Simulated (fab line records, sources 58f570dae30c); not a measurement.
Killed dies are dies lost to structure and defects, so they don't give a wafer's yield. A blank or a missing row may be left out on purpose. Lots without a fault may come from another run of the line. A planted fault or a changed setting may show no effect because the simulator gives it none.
Which tool did it? | flow berkeley_cmos170 | 14 lots, 41 wafers sampled, at 6 steps of a route of 331

WHAT THE GAUGES READ, wafer by wafer
UCB170_GATE_OVL_MEAS_13.
lot  | measured     | on         | GATE_OVL (nm)
L192 | day 7 13:35  | overlay-02 | 8 1 13
L191 | day 7 13:50  | overlay-02 | -4 -4 -8
L196 | day 7 20:33  | overlay-02 | -12 -2 -6
L195 | day 7 20:50  | overlay-02 | 1 -2 1
L198 | day 8 13:56  | overlay-02 | -11 -20 -4
L197 | day 8 14:13  | overlay-02 | 1 -3 -15
L200 | day 8 21:38  | overlay-02 | -3 -10
L199 | day 8 21:53  | overlay-02 | 0 -4 5
L207 | day 10 12:02 | overlay-02 | 1 6 -6
L208 | day 10 12:13 | overlay-01 | 0 -2 5
L209 | day 11 09:51 | overlay-01 | -3 -6 -7
L211 | day 11 09:58 | overlay-02 | -10 -11 -11
L212 | day 11 10:12 | overlay-01 | 0 -3 -8
L213 | day 11 10:19 | overlay-02 | -3 -10 -7

UCB170_NSD_CD_MEAS_06: target cd 1200 nm.
lot  | measured     | on        | cd_nm (nm)
L192 | day 8 02:31  | cd_sem-02 | 1198.5 1199.5 1199.3
L191 | day 8 02:46  | cd_sem-02 | 1200.6 1199.7 1199.9
L196 | day 8 11:52  | cd_sem-01 | 1200.8 1199.6 1199.7
L195 | day 8 12:26  | cd_sem-01 | 1201.3 1200.3 1202.0
L198 | day 9 04:06  | cd_sem-01 | 1200.0 1198.2 1198.9
L197 | day 9 05:06  | cd_sem-01 | 1200.5 1199.4 1200.5
L200 | day 9 13:35  | cd_sem-02 | 1198.3 1197.6
L199 | day 9 13:22  | cd_sem-01 | 1200.0 1198.8 1199.2
L207 | day 11 01:57 | cd_sem-01 | 1199.3 1198.6 1199.8
L208 | day 11 02:04 | cd_sem-01 | 1199.9 1198.4 1200.2
L209 | day 12 04:06 | cd_sem-01 | 1202.2 1203.9 1202.0
L211 | day 12 04:49 | cd_sem-01 | 1199.1 1200.3 1200.6
L212 | day 12 04:32 | cd_sem-01 | 1199.0 1198.7 1198.1
L213 | day 12 04:19 | cd_sem-01 | 1200.9 1201.5 1201.1

UCB170_M3_CD_MEAS_90: target cd 700 nm.
lot  | measured     | on        | cd_nm (nm)
L192 | day 9 07:38  | cd_sem-02 | 705 704 702
L191 | day 9 07:17  | cd_sem-01 | 696 702 699
L196 | day 9 13:38  | cd_sem-02 | 700 703 705
L195 | day 9 14:14  | cd_sem-01 | 703 696 696
L198 | day 10 03:02 | cd_sem-01 | 697 703 703
L197 | day 10 03:29 | cd_sem-01 | 700 700 699
L200 | day 10 12:55 | cd_sem-02 | - -
L199 | day 10 11:06 | cd_sem-01 | - - -
L207 | day 12 03:35 | cd_sem-01 | 702 701 703
L208 | day 12 03:52 | cd_sem-01 | 704 701 705
L209 | day 13 03:01 | cd_sem-01 | 698 704 700
L211 | day 13 06:22 | cd_sem-01 | 704 702 697
L212 | day 13 05:37 | cd_sem-01 | 697 696 701
L213 | day 13 04:07 | cd_sem-01 | 703 706 704

WHICH TOOL RAN EACH LOT (tool, then ch and the chambers of the sampled wafers, then the start)
lot  | UCB170_PSD_STRIP_09                  | UCB170_M3_METAL_ETCH_18           | UCB170_M3_STRIP_19
L192 | plasma_asher-02 ch 0,1, day 8 00:20  | rie_metal-03 ch 0,1, day 9 07:20  | plasma_asher-01 ch 0,1, day 9 07:29
L191 | plasma_asher-02 ch 0,1, day 8 00:34  | rie_metal-02 ch 0,1, day 9 07:00  | plasma_asher-03 ch 0,1, day 9 07:11
L196 | plasma_asher-03 ch 0,1, day 8 10:41  | rie_metal-03 ch 0,1, day 9 13:19  | plasma_asher-01 ch 0,1, day 9 13:30
L195 | plasma_asher-03 ch 0,1, day 8 10:58  | rie_metal-02 ch 0,1, day 9 13:57  | plasma_asher-01 ch 0,1, day 9 14:08
L198 | plasma_asher-01 ch 0, day 9 02:04    | rie_metal-02 ch 0,1, day 10 02:44 | plasma_asher-01 ch 0,1, day 10 02:55
L197 | plasma_asher-01 ch 0,1, day 9 02:29  | rie_metal-03 ch 0,1, day 10 03:10 | plasma_asher-03 ch 0,1, day 10 03:22
L200 | plasma_asher-02 ch 0,1, day 9 09:20  | rie_metal-01 ch 0, day 10 12:37   | plasma_asher-03 ch 0,1, day 10 12:49
L199 | plasma_asher-03 ch 1, day 9 09:24    | rie_metal-03 ch 0,1, day 10 10:49 | plasma_asher-01 ch 0,1, day 10 11:00
L207 | plasma_asher-02 ch 0,1, day 11 00:29 | rie_metal-03 ch 0,1, day 12 03:19 | plasma_asher-02 ch 0,1, day 12 03:28
L208 | plasma_asher-01 ch 0,1, day 11 00:43 | rie_metal-01 ch 0,1, day 12 03:35 | plasma_asher-03 ch 0,1, day 12 03:45
L209 | plasma_asher-01 ch 0,1, day 12 02:40 | rie_metal-03 ch 0,1, day 13 02:38 | plasma_asher-01 ch 0,1, day 13 02:48
L211 | plasma_asher-01 ch 0,1, day 12 03:09 | rie_metal-03 ch 0,1, day 13 05:59 | plasma_asher-01 ch 0,1, day 13 06:09
L212 | plasma_asher-03 ch 0,1, day 12 03:00 | rie_metal-01 ch 0,1, day 13 05:19 | plasma_asher-02 ch 0,1, day 13 05:31
L213 | plasma_asher-02 ch 0,1, day 12 02:53 | rie_metal-02 ch 0,1, day 13 03:45 | plasma_asher-02 ch 0,1, day 13 03:56
- UCB170_PSD_STRIP_09: strips in O2.
- UCB170_M3_METAL_ETCH_18: etches Al in Cl2/BCl3, stops on SiO2, target depth 1170 nm, time 195 s.
- UCB170_M3_STRIP_19: strips in O2.

WHAT THE TOOLS THEMSELVES READ (means of the sampled wafers that have a number; where no wafer has one, the mark that the record gives instead)
UCB170_PSD_STRIP_09.
lot  | tool            | drypump_motor_current_A (A) | oes_product_au (a.u.) | strip_time_to_endpoint_s (s)
L192 | plasma_asher-02 | 6.4                         | 0.598                 | 29.37
L191 | plasma_asher-02 | 6.3                         | 0.598                 | 29.52
L196 | plasma_asher-03 | 5.7                         | 0.603                 | 29.43
L195 | plasma_asher-03 | 5.7                         | 0.603                 | 29.36
L198 | plasma_asher-01 | 5.2                         | 0.603                 | 29.38
L197 | plasma_asher-01 | 5.1                         | 0.602                 | 29.45
L200 | plasma_asher-02 | 6.3                         | 0.599                 | 29.40
L199 | plasma_asher-03 | 5.7                         | 0.605                 | 29.45
L207 | plasma_asher-02 | 6.4                         | 0.602                 | 29.48
L208 | plasma_asher-01 | 5.2                         | 0.601                 | 29.41
L209 | plasma_asher-01 | 5.2                         | 0.604                 | 29.38
L211 | plasma_asher-01 | 5.2                         | 0.603                 | 29.40
L212 | plasma_asher-03 | 5.7                         | 0.595                 | 29.38
L213 | plasma_asher-02 | 6.4                         | 0.602                 | 29.44

UCB170_M3_METAL_ETCH_18.
lot  | tool         | bcl3_flow_sccm (sccm) | bias_w (W) | drypump_motor_current_A (A) | oes_product_au (a.u.) | throttle_valve_pct (%)
L192 | rie_metal-03 | 44.99                 | 120.2      | 5.2                         | 0.861                 | 24.46
L191 | rie_metal-02 | 44.89                 | 119.9      | 5.9                         | 0.852                 | 24.35
L196 | rie_metal-03 | 44.93                 | 120.1      | 5.3                         | 0.856                 | 24.46
L195 | rie_metal-02 | 44.93                 | 120.1      | 5.9                         | 0.865                 | 24.35
L198 | rie_metal-02 | 45.06                 | 119.8      | 5.9                         | 0.846                 | 24.39
L197 | rie_metal-03 | 45.07                 | 120.4      | 5.2                         | 0.855                 | 24.47
L200 | rie_metal-01 | -                     | -          | -                           | -                     | -
L199 | rie_metal-03 | -                     | -          | -                           | -                     | -
L207 | rie_metal-03 | 44.93                 | 119.7      | 5.3                         | 0.851                 | 24.30
L208 | rie_metal-01 | 44.89                 | 119.9      | 6.0                         | 0.855                 | 24.13
L209 | rie_metal-03 | 45.10                 | 120.1      | 5.3                         | 0.851                 | 24.48
L211 | rie_metal-03 | 45.10                 | 120.3      | 5.3                         | 0.858                 | 24.31
L212 | rie_metal-01 | 45.00                 | 119.9      | 6.2                         | 0.848                 | 24.18
L213 | rie_metal-02 | 45.01                 | 120.1      | 5.9                         | 0.851                 | 24.40

UCB170_M3_STRIP_19.
lot  | tool            | drypump_motor_current_A (A) | oes_product_au (a.u.)
L192 | plasma_asher-01 | 5.2                         | 0.52
L191 | plasma_asher-03 | 5.7                         | 0.54
L196 | plasma_asher-01 | 5.2                         | 0.52
L195 | plasma_asher-01 | 5.2                         | 0.54
L198 | plasma_asher-01 | 5.2                         | 0.55
L197 | plasma_asher-03 | 5.7                         | 0.51
L200 | plasma_asher-03 | 5.7                         | 0.73
L199 | plasma_asher-01 | 5.2                         | 0.73
L207 | plasma_asher-02 | 6.2                         | 0.55
L208 | plasma_asher-03 | 5.8                         | 0.53
L209 | plasma_asher-01 | 5.2                         | 0.52
L211 | plasma_asher-01 | 5.1                         | 0.56
L212 | plasma_asher-02 | 6.3                         | 0.53
L213 | plasma_asher-02 | 6.3                         | 0.55

THE ANSWER, worked out from the rows above alone
Rule: what is usual is taken from the lots themselves. Put in order of their means at a reading, lots are off if they are a third of the lots or fewer, leave a main group of 4 or more, and stand apart from it by a gap of 3 or more times the standard deviation of the main group's means; of several such gaps the widest counts. A main group whose means are all the same, to the digits that the tables above print for the reading, isn't used. A lot without any number at a reading at which 4 lots or more have one is off too. The other lots that the step has rows for count as sound. The gauges are gone through in route order, then the tools' own readings, and for those a lot's mean is taken as printed above. The first step at which some lot is off is used, and at that step the reading that is off furthest; a lot without a number counts as furthest.
Off: L200, L199, at UCB170_M3_CD_MEAS_90 (cd_nm). Without a number there: L200, L199. The main group: mean 701 nm, standard deviation 2.
A tool fits if, at a process step before that reading, it ran every lot that is off, and no sound lot after the first of them. The gauges at UCB170_M3_CD_MEAS_90 aren't tried: what is off there is off at UCB170_M3_METAL_ETCH_18 too, on other tools, and a gauge's error can't cause that. None of those tried fits.

WHAT THE SIMULATOR HAD PUT IN
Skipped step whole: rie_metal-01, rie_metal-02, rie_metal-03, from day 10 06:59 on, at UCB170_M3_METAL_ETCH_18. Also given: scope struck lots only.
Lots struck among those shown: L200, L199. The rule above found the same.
